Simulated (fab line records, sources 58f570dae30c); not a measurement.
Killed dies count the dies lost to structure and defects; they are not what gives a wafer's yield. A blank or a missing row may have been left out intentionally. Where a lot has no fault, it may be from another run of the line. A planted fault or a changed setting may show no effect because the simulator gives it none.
One fault seen from 2 desks | flow berkeley_cmos170 | what lay behind the numbers comes last; until then each desk has only its own

== THE TOOL OWNER'S DESK: rie_diel-01 ==
The tool's own readings at UCB170_V2_ETCH_14 (etches SiO2 in CHF3/CF4/Ar, stops on Al, target depth 1250 nm, time 291 s): means of the sampled wafers that have a number, for each lot that ran on this tool. If a lot's mean is further than 4 standard deviations from the usual mean, the lot is out of limits and carries the mark OUT (the distance appears in the brackets).
Columns: A = drypump_motor_current_A at UCB170_V2_ETCH_14, usual 5.6 A; B = oes_product_au at UCB170_V2_ETCH_14, usual 0.878 a.u.; C = run_length_s at UCB170_V2_ETCH_14, usual 319.3 s; D = throttle_valve_pct at UCB170_V2_ETCH_14, usual 6.93 %
lot  | first seen here | A   | B     | C               | D
L644 | day 8 02:40     | 5.5 | 0.877 | 319.1           | 6.98
L647 | day 8 19:00     | 5.8 | 0.873 | 319.4           | 6.88
L650 | day 9 08:40     | 5.6 | 0.883 | 319.7           | 6.86
L649 | day 9 09:49     | 5.7 | 0.881 | 319.7           | 6.93
L656 | day 10 04:44    | 5.1 | 0.881 | 319.0           | 7.02
L655 | day 10 07:55    | 5.4 | 0.880 | 319.4           | 6.92
L659 | day 10 21:15    | 5.1 | 0.919 | 307.2 (-30) OUT | 7.01
L660 | day 11 00:32    | 6.1 | 0.924 | 307.6 (-29) OUT | 6.91
This desk's verdict: out of limits on L659, L660, starting with L659 at day 10 21:15 (run_length_s at UCB170_V2_ETCH_14). L644, L647, L650, L649, L656, L655: within limits.

== FROM THE METROLOGY DESK ==
What the gauges read for every lot (on any tool): the sampled wafers with a number, averaged. If a lot's mean is further than 4 standard deviations from the usual mean, the lot is out of limits and carries the mark OUT (the distance appears in the brackets).
Columns: A = cd_nm at UCB170_PLDD_CD_MEAS_06, usual 1200.1 nm; B = V2_POLISHED_THK at UCB170_V2_THK_MEAS_04, usual 999.8 nm
lot  | first seen here | A      | B
L644 | day 6 20:05     | 1200.2 | 999.8
L645 | day 6 20:13     | 1198.8 | 999.8
L647 | day 7 05:52     | 1201.6 | 1000.0
L646 | day 7 05:59     | 1202.1 | 999.2
L649 | day 7 18:13     | 1195.2 | 998.7
L650 | day 7 18:15     | 1200.4 | 1001.3
L652 | day 8 17:51     | 1202.5 | 1000.5
L655 | day 8 18:04     | 1197.7 | 1000.8
L653 | day 8 18:08     | 1199.3 | 999.3
L656 | day 8 18:21     | 1198.0 | 1000.1
L658 | day 9 07:11     | 1199.9 | 999.6
L659 | day 9 10:17     | 1200.3 | 998.4
L660 | day 9 10:28     | 1199.2 | 999.7
L666 | day 10 11:18    | 1200.1 | 999.1
This desk's finding: nothing out of limits on any of the 14 lots.

== BROUGHT TOGETHER ==
The tool owner's desk had the chance to raise an alarm at day 10 21:15 on L659, L660.
Nothing out of limits was seen by the metrology desk.
The metrology desk holds a record of L659, L660, inside its limits.
On rie_diel-01, each named lot ran UCB170_V2_ETCH_14.

== WHAT HAD BEEN PUT IN BY THE SIMULATOR ==
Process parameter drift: rie_diel-01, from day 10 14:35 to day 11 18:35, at UCB170_V2_ETCH_14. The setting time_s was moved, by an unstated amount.
Lots struck among those shown: L659, L660.
Delay in hours, fault start to first out-of-limits reading, by desk: the tool owner's desk at 7.
